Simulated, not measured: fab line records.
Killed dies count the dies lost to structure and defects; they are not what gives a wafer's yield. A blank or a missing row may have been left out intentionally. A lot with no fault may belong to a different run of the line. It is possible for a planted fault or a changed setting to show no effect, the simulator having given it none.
Which tool did it? | flow berkeley_cmos170 | Sampling: 7 lots, 21 wafers, 2 of 331 route steps

== WHAT THE GAUGES SHOWED, per wafer ==
UCB170_CONTACT_CD_MEAS_15: the cd target is 700 nm.
lot  | measured     | on        | cd_nm (nm)
L329 | day 8 21:17  | cd_sem-02 | 700.9 699.8 700.6
L333 | day 9 10:04  | cd_sem-02 | 699.8 699.9 700.6
L337 | day 10 06:02 | cd_sem-02 | 698.7 697.7 698.4
L339 | day 10 20:02 | cd_sem-02 | 700.1 700.1 699.2
L342 | day 11 01:28 | cd_sem-01 | 699.5 699.6 699.7
L344 | day 11 04:29 | cd_sem-02 | 682.0 683.5 682.7
L349 | day 12 19:14 | cd_sem-01 | 700.5 701.3 701.0

== EACH LOT AND THE TOOL THAT RAN IT (in order: tool; ch and the chambers of the sampled wafers; start) ==
lot  | UCB170_CONTACT_PEB_13
L329 | litho_track-02 ch 0, day 8 21:01
L333 | litho_track-02 ch 0, day 9 09:48
L337 | litho_track-01 ch 0, day 10 05:46
L339 | litho_track-01 ch 0, day 10 19:46
L342 | litho_track-04 ch 0, day 11 01:13
L344 | litho_track-01 ch 0, day 11 04:00
L349 | litho_track-02 ch 0, day 12 18:58
- UCB170_CONTACT_PEB_13

== THE ANSWER, worked out from the rows above alone ==
Rule: the usual values come from the lots themselves. The widest of any qualifying gaps counts: lots, ordered by their means at a reading, are off when they make up no more than a third of the lots, leave a main group of 4 or more, and stand apart from it by 3 or more times the standard deviation of that group's means. If all means in a main group match to the digits the tables above print for the reading, that group is not used. Also off: a lot with no number at a reading for which 4 or more lots have one. Where the step has rows for the other lots, those lots are counted as sound.
Off, at UCB170_CONTACT_CD_MEAS_15 on cd_nm: L344. The main group: mean 699.9 nm, standard deviation 0.83.
A tool fits if, at a process step before that reading, it ran every lot that is off, and no sound lot after the first of them. Gauges at UCB170_CONTACT_CD_MEAS_15: tried the same way as those tools. This does not decide it: 2 tools fit, namely litho_track-01 at UCB170_CONTACT_PEB_13 and cd_sem-02 at UCB170_CONTACT_CD_MEAS_15.

== WHAT WAS PUT IN BY THE SIMULATOR ==
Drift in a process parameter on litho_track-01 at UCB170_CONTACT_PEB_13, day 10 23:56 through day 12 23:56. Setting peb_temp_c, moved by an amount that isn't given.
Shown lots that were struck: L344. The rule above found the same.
